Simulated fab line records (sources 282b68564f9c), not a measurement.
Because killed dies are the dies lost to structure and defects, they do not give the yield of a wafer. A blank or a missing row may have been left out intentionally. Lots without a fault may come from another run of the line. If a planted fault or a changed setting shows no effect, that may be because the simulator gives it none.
Which tool is to blame? -- flow rit_cmos -- 14 lots, 42 wafers sampled, at 1 step of a route of 202

## WHAT THE GAUGES READ, wafer by wafer
RIT_FOX2_THK_MEAS_90.
lot,measured,on,FIELD_OXIDE_LEFT_1_THK (nm)
L866,day 1 21:24,film_metro-04,322 323 321
L867,day 2 02:38,film_metro-01,325 318 324
L869,day 2 12:06,film_metro-01,325 330 334
L871,day 3 00:19,film_metro-03,324 320 325
L872,day 3 04:19,film_metro-03,327 330 327
L874,day 3 12:58,film_metro-03,331 324 330
L875,day 3 17:54,film_metro-04,333 334 331
L876,day 3 21:37,film_metro-04,315 318 319
L877,day 4 02:22,film_metro-04,331 329 332
L879,day 4 18:25,film_metro-03,334 331 334
L880,day 4 19:44,film_metro-04,343 338 336
L881,day 5 01:19,film_metro-04,337 332 332
L888,day 7 05:17,film_metro-04,323 321 321
L889,day 7 05:17,film_metro-01,329 330 335

## WHICH TOOL RAN EACH LOT (tool, then ch and the chambers of the sampled wafers, then the start)
There is no process step in the record ahead of these readings.

## AS READ BY THE TOOLS THEMSELVES (means over the sampled wafers that have a number; for cases with no such wafer, the mark the record gives instead)
The record holds no such reading with a usual standard deviation.

## THE ANSWER, worked out from the rows above alone
Rule: what is usual is taken from the lots themselves. Put in order of their means at a reading, lots are off if they are a third of the lots or fewer, leave a main group of 4 or more, and stand apart from it by a gap of 3 or more times the standard deviation of the main group's means; of several such gaps the widest counts. A main group is skipped when, at the precision printed for the reading in the tables above, its means are all equal. A lot without any number at a reading at which 4 lots or more have one is off too. Any other lot the step has rows for is counted as sound. Order of review: gauges by route order, followed by the tools' own readings, for which a lot's mean as printed above is used. At the first step where some lot is off, the reading lying furthest off is the one used; lots without a number count as furthest.
No lot is off on any of the readings shown, so nothing can be concluded from this.

## WHAT HAD BEEN PUT IN BY THE SIMULATOR
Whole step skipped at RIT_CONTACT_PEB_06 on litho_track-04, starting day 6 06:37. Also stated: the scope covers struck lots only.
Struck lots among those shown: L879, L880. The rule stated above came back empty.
